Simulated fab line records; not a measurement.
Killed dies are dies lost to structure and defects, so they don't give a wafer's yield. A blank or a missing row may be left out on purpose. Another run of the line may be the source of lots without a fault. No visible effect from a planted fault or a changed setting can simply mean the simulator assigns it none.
Which of the tools did it? / flow berkeley cmos170 / Sampling: 15 lots, 45 wafers, 4 of 331 route steps

## WHAT EACH GAUGE READ, for each wafer
UCB170_NWELL_TW_MEAS_16.
lot=L703; measured=day 2 04:35; on=film metro-01; NWELL_TW=1248 1243 1247
lot=L704; measured=day 2 12:04; on=film metro-02; NWELL_TW=1247 1242 1248
lot=L707; measured=day 3 01:43; on=film metro-04; NWELL_TW=1253 1253 1251
lot=L708; measured=day 3 06:50; on=film metro-01; NWELL_TW=1257 1257 1254
lot=L712; measured=day 4 07:07; on=film metro-01; NWELL_TW=1245 1247 1248
lot=L714; measured=day 4 20:39; on=film metro-02; NWELL_TW=1248 1253 1255
lot=L715; measured=day 4 23:08; on=film metro-04; NWELL_TW=1253 1242 1250
lot=L716; measured=day 4 22:55; on=film metro-01; NWELL_TW=1245 1250 1248
lot=L717; measured=day 5 08:10; on=film metro-02; NWELL_TW=1248 1250 1255
lot=L720; measured=day 5 23:25; on=film metro-01; NWELL_TW=1250 1252 1247
lot=L721; measured=day 6 08:31; on=film metro-01; NWELL_TW=1242 1246 1252
lot=L723; measured=day 6 15:58; on=film metro-04; NWELL_TW=1247 1241 1241
lot=L724; measured=day 6 19:43; on=film metro-01; NWELL_TW=1245 1245 1244
lot=L725; measured=day 7 00:51; on=film metro-02; NWELL_TW=1253 1246 1249
lot=L726; measured=day 7 05:38; on=film metro-01; NWELL_TW=1245 1251 1248

UCB170_PWELL_THK_MEAS_03.
lot=L703; measured=day 2 12:16; on=film metro-03; PWELL_OXIDE_THK (nm)=26.7 26.6 26.7
lot=L704; measured=day 2 20:58; on=film metro-04; PWELL_OXIDE_THK (nm)=26.3 25.8 26.1
lot=L707; measured=day 3 11:59; on=film metro-01; PWELL_OXIDE_THK (nm)=26.0 26.2 25.8
lot=L708; measured=day 3 16:44; on=film metro-01; PWELL_OXIDE_THK (nm)=26.5 26.7 26.4
lot=L712; measured=day 4 13:19; on=film metro-03; PWELL_OXIDE_THK (nm)=26.8 26.6 26.5
lot=L714; measured=day 5 08:03; on=film metro-01; PWELL_OXIDE_THK (nm)=26.5 26.7 26.4
lot=L715; measured=day 5 08:02; on=film metro-04; PWELL_OXIDE_THK (nm)=26.4 25.9 25.4
lot=L716; measured=day 5 08:02; on=film metro-03; PWELL_OXIDE_THK (nm)=26.8 26.7 26.8
lot=L717; measured=day 5 15:38; on=film metro-01; PWELL_OXIDE_THK (nm)=26.4 26.0 26.1
lot=L720; measured=day 6 07:10; on=film metro-01; PWELL_OXIDE_THK (nm)=26.5 26.1 25.7
lot=L721; measured=day 6 17:04; on=film metro-04; PWELL_OXIDE_THK (nm)=26.4 26.7 26.8
lot=L723; measured=day 7 01:01; on=film metro-04; PWELL_OXIDE_THK (nm)=25.6 25.8 25.8
lot=L724; measured=day 7 03:12; on=film metro-04; PWELL_OXIDE_THK (nm)=25.7 26.1 25.9
lot=L725; measured=day 7 12:12; on=film metro-04; PWELL_OXIDE_THK (nm)=25.8 25.6 25.8
lot=L726; measured=day 7 12:13; on=film metro-03; PWELL_OXIDE_THK (nm)=25.5 25.7 25.7

## TOOL THAT RAN EACH LOT (tool first, then ch and the chambers of the sampled wafers, then the start)
lot=L703; UCB170_ZERO_HMDS_00=litho track-03 ch 0, day 1 17:24; UCB170_ZERO_STRIP_07=plasma asher-01 ch 0,1, day 1 18:22
lot=L704; UCB170_ZERO_HMDS_00=litho track-01 ch 0, day 1 21:52; UCB170_ZERO_STRIP_07=plasma asher-03 ch 0,1, day 1 22:52
lot=L707; UCB170_ZERO_HMDS_00=litho track-02 ch 0, day 2 14:14; UCB170_ZERO_STRIP_07=plasma asher-01 ch 0,1, day 2 15:32
lot=L708; UCB170_ZERO_HMDS_00=litho track-01 ch 0, day 2 18:13; UCB170_ZERO_STRIP_07=plasma asher-03 ch 0,1, day 2 19:47
lot=L712; UCB170_ZERO_HMDS_00=litho track-01 ch 0, day 3 16:20; UCB170_ZERO_STRIP_07=plasma asher-04 ch 1, day 3 17:49
lot=L714; UCB170_ZERO_HMDS_00=litho track-03 ch 0, day 4 05:06; UCB170_ZERO_STRIP_07=plasma asher-01 ch 0,1, day 4 05:56
lot=L715; UCB170_ZERO_HMDS_00=litho track-02 ch 0, day 4 10:13; UCB170_ZERO_STRIP_07=plasma asher-04 ch 0,1, day 4 11:14
lot=L716; UCB170_ZERO_HMDS_00=litho track-03 ch 0, day 4 10:19; UCB170_ZERO_STRIP_07=plasma asher-03 ch 0,1, day 4 11:26
lot=L717; UCB170_ZERO_HMDS_00=litho track-03 ch 0, day 4 17:03; UCB170_ZERO_STRIP_07=plasma asher-03 ch 0,1, day 4 18:13
lot=L720; UCB170_ZERO_HMDS_00=litho track-01 ch 0, day 5 07:50; UCB170_ZERO_STRIP_07=plasma asher-03 ch 0,1, day 5 08:48
lot=L721; UCB170_ZERO_HMDS_00=litho track-01 ch 0, day 5 14:19; UCB170_ZERO_STRIP_07=plasma asher-04 ch 0,1, day 5 15:23
lot=L723; UCB170_ZERO_HMDS_00=litho track-01 ch 0, day 6 02:08; UCB170_ZERO_STRIP_07=plasma asher-01 ch 0,1, day 6 03:19
lot=L724; UCB170_ZERO_HMDS_00=litho track-01 ch 0, day 6 05:58; UCB170_ZERO_STRIP_07=plasma asher-04 ch 0,1, day 6 06:49
lot=L725; UCB170_ZERO_HMDS_00=litho track-02 ch 0, day 6 10:01; UCB170_ZERO_STRIP_07=plasma asher-03 ch 0, day 6 10:59
lot=L726; UCB170_ZERO_HMDS_00=litho track-01 ch 0, day 6 14:11; UCB170_ZERO_STRIP_07=plasma asher-04 ch 0,1, day 6 15:10
- UCB170_ZERO_HMDS_00: prime time 60 s.
- UCB170_ZERO_STRIP_07: strips in O2.

## AS READ BY THE TOOLS THEMSELVES (means over the sampled wafers that have a number; for cases with no such wafer, the mark the record gives instead)
UCB170_ZERO_HMDS_00.
lot=L703; tool=litho track-03; prime temp c (C)=99.94
lot=L704; tool=litho track-01; prime temp c (C)=100.00
lot=L707; tool=litho track-02; prime temp c (C)=100.05
lot=L708; tool=litho track-01; prime temp c (C)=99.98
lot=L712; tool=litho track-01; prime temp c (C)=99.80
lot=L714; tool=litho track-03; prime temp c (C)=97.87
lot=L715; tool=litho track-02; prime temp c (C)=100.13
lot=L716; tool=litho track-03; prime temp c (C)=98.00
lot=L717; tool=litho track-03; prime temp c (C)=97.70
lot=L720; tool=litho track-01; prime temp c (C)=99.91
lot=L721; tool=litho track-01; prime temp c (C)=99.85
lot=L723; tool=litho track-01; prime temp c (C)=99.82
lot=L724; tool=litho track-01; prime temp c (C)=99.97
lot=L725; tool=litho track-02; prime temp c (C)=100.06
lot=L726; tool=litho track-01; prime temp c (C)=99.95

UCB170_ZERO_STRIP_07.
lot=L703; tool=plasma asher-01; drypump motor current A (A)=5.2; oes product au (a.u.)=0.732; strip time to endpoint s (s)=21.41
lot=L704; tool=plasma asher-03; drypump motor current A (A)=5.7; oes product au (a.u.)=0.723; strip time to endpoint s (s)=21.42
lot=L707; tool=plasma asher-01; drypump motor current A (A)=5.5; oes product au (a.u.)=0.728; strip time to endpoint s (s)=21.52
lot=L708; tool=plasma asher-03; drypump motor current A (A)=5.7; oes product au (a.u.)=0.731; strip time to endpoint s (s)=21.51
lot=L712; tool=plasma asher-04; drypump motor current A (A)=6.1; oes product au (a.u.)=0.728; strip time to endpoint s (s)=21.50
lot=L714; tool=plasma asher-01; drypump motor current A (A)=5.2; oes product au (a.u.)=0.727; strip time to endpoint s (s)=21.51
lot=L715; tool=plasma asher-04; drypump motor current A (A)=6.1; oes product au (a.u.)=0.725; strip time to endpoint s (s)=21.43
lot=L716; tool=plasma asher-03; drypump motor current A (A)=5.7; oes product au (a.u.)=0.728; strip time to endpoint s (s)=21.50
lot=L717; tool=plasma asher-03; drypump motor current A (A)=5.4; oes product au (a.u.)=0.728; strip time to endpoint s (s)=21.49
lot=L720; tool=plasma asher-03; drypump motor current A (A)=5.4; oes product au (a.u.)=0.731; strip time to endpoint s (s)=21.53
lot=L721; tool=plasma asher-04; drypump motor current A (A)=6.2; oes product au (a.u.)=0.730; strip time to endpoint s (s)=21.55
lot=L723; tool=plasma asher-01; drypump motor current A (A)=5.5; oes product au (a.u.)=0.729; strip time to endpoint s (s)=21.40
lot=L724; tool=plasma asher-04; drypump motor current A (A)=6.2; oes product au (a.u.)=0.727; strip time to endpoint s (s)=21.38
lot=L725; tool=plasma asher-03; drypump motor current A (A)=6.0; oes product au (a.u.)=0.729; strip time to endpoint s (s)=21.43
lot=L726; tool=plasma asher-04; drypump motor current A (A)=6.2; oes product au (a.u.)=0.730; strip time to endpoint s (s)=21.41

## THE ANSWER, worked out from the rows above alone
Rule: the lots themselves supply what counts as usual. Put in order of their means at a reading, lots are off if they are a third of the lots or fewer, leave a main group of 4 or more, and stand apart from it by a gap of 3 or more times the standard deviation of the main group's means; of several such gaps the widest counts. If all means in a main group match to the digits the tables above print for the reading, that group is not used. A lot without any number at a reading at which 4 lots or more have one is off too. All remaining lots with rows at the step are treated as sound. After the gauges, taken in route order, come the tools' own readings; for these a lot's mean is taken, as printed above. The first step at which some lot is off is used, and at that step the reading that is off furthest; a lot without a number counts as furthest.
Off, at UCB170_ZERO_HMDS_00 on prime temp c: L714, L716, L717. Mean 99.95 C and standard deviation 0.095 in the main group.
A tool fits if, at that step or a process step before it, it ran every lot that is off, and no sound lot after the first of them. One fits: litho track-03 at UCB170_ZERO_HMDS_00. Its last sound lot is L703 (day 1 17:24), its first lot that is off L714 (day 4 05:06): a fault that began between those two fits.
The tool's own readings at UCB170_ZERO_HMDS_00 bear it out: on the lots that are off they differ by more than 5 times the standard deviation of the sound lots' means. prime temp c reads 97.86 C there against 99.95 C on the sound lots.

## WHAT THE SIMULATOR HAD INSERTED
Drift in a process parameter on litho track-03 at UCB170_ZERO_HMDS_00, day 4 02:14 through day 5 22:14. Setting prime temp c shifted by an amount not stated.
Struck lots among those shown: L714, L716, L717. This agrees with what the rule above found.
